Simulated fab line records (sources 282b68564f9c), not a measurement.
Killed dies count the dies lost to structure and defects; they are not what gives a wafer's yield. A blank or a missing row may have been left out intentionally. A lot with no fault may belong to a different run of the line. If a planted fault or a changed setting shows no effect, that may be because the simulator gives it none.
Split-lot experiment ; flow rit-cmos ; route with 202 steps; 5 lots, 23 wafers read

## SPLIT DETAILS
At RIT_NRETRO_IMPLANT_08, the setting dose-cm2 was moved away from the recipe's 1e+13 on 8 of the 23 wafers read, by -6.2% to +7.3%. For the rest of the wafers, this setting stayed at what the recipe calls for.

## BETWEEN THE SPLIT AND THE READING: the file shows 1 step in between
- RIT_NRETRO_STRIP_09: strips in O2, time 180 s

## THE READING
NRETRO_TW, at RIT_NRETRO_TW_MEAS_10. Fault-free wafers of this fab line usually give 1047, standard deviation 10.

wafer;tool, chamber at the split;dose-cm2 as run;against the recipe;NRETRO_TW;against lot-mates on the recipe
L077.1;implanter-02, 0;1e+13;recipe;1043;-
L077.2;implanter-02, 0;1e+13;recipe;1044;-
L077.3;implanter-02, 0;1e+13;recipe;1046;-
L077.4;implanter-02, 0;1.073e+13;+7.3%;1066;+22
L077.6;implanter-02, 0;1.073e+13;+7.3%;1067;+23
L076.2;implanter-04, 0;1e+13;recipe;1045;-
L076.3;implanter-04, 0;1e+13;recipe;1046;-
L076.4;implanter-04, 0;1e+13;recipe;1053;-
L080.2;implanter-04, 0;1e+13;recipe;1028;-
L080.3;implanter-04, 0;9.378e+12;-6.2%;1006;-25
L080.4;implanter-04, 0;1e+13;recipe;1034;-
L080.5;implanter-04, 0;1e+13;recipe;1032;-
L080.6;implanter-04, 0;9.378e+12;-6.2%;1012;-19
L082.1;implanter-04, 0;9.709e+12;-2.9%;1024;-9
L082.2;implanter-04, 0;1e+13;recipe;1031;-
L082.3;implanter-04, 0;1e+13;recipe;1033;-
L082.4;implanter-04, 0;9.709e+12;-2.9%;1021;-12
L082.5;implanter-04, 0;1e+13;recipe;1034;-
L085.1;implanter-02, 0;1e+13;recipe;1048;-
L085.2;implanter-02, 0;9.634e+12;-3.7%;1038;-10
L085.3;implanter-02, 0;9.634e+12;-3.7%;1034;-14
L085.4;implanter-02, 0;1e+13;recipe;1049;-
L085.6;implanter-02, 0;1e+13;recipe;1048;-

THE FIT
A straight line over all 23 wafers: NRETRO_TW changes by +3.98 for each +1% of dose-cm2; r = +0.85; the points scatter about the line by 7.9.
The same after taking each lot's own level away (the mean of its wafers on the recipe; 23 wafers): +3.28 for each +1%; r = +0.98; scatter 2.3.
The reading moves by 24 for the largest change in dose-cm2, on that fit.
The span of the lots' own levels, 1031.3 to 1048.3, comes to 1.7 times the standard deviation stated above.
Thus the slope moves with the lot-to-lot level: the two fits are different.
Check: for one of the wafers moved furthest among these (+7.3%), held out of the fit, the line's prediction against its lot-mates is +24.4. It came out at +21.7 against them.

## THESE WAFERS: OTHER SPLITS
Other splits were also applied to these wafers ahead of the reading. Each is held against what the fit with the lots' levels taken away leaves over:
other split on the same wafers;wafers away from the commonest value;r with NRETRO_TW (lot level and that fit taken away)
RIT_ACTIVE_ETCH_13 rf-w;6;-0.25
RIT_NWELL_HARDBAKE_07 temp-c;11;+0.12
RIT_NWELL_IMPLANT_08 dose-cm2;7;+0.02
RIT_PWELL_IMPLANT_08 dose-cm2;8;+0.02
RIT_NRETRO_SOFTBAKE_02 temp-c;6;+0.25

## THE FILE'S OWN FIT
NRETRO_TW changes by +3.28 for each +1% of dose-cm2, r = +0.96.
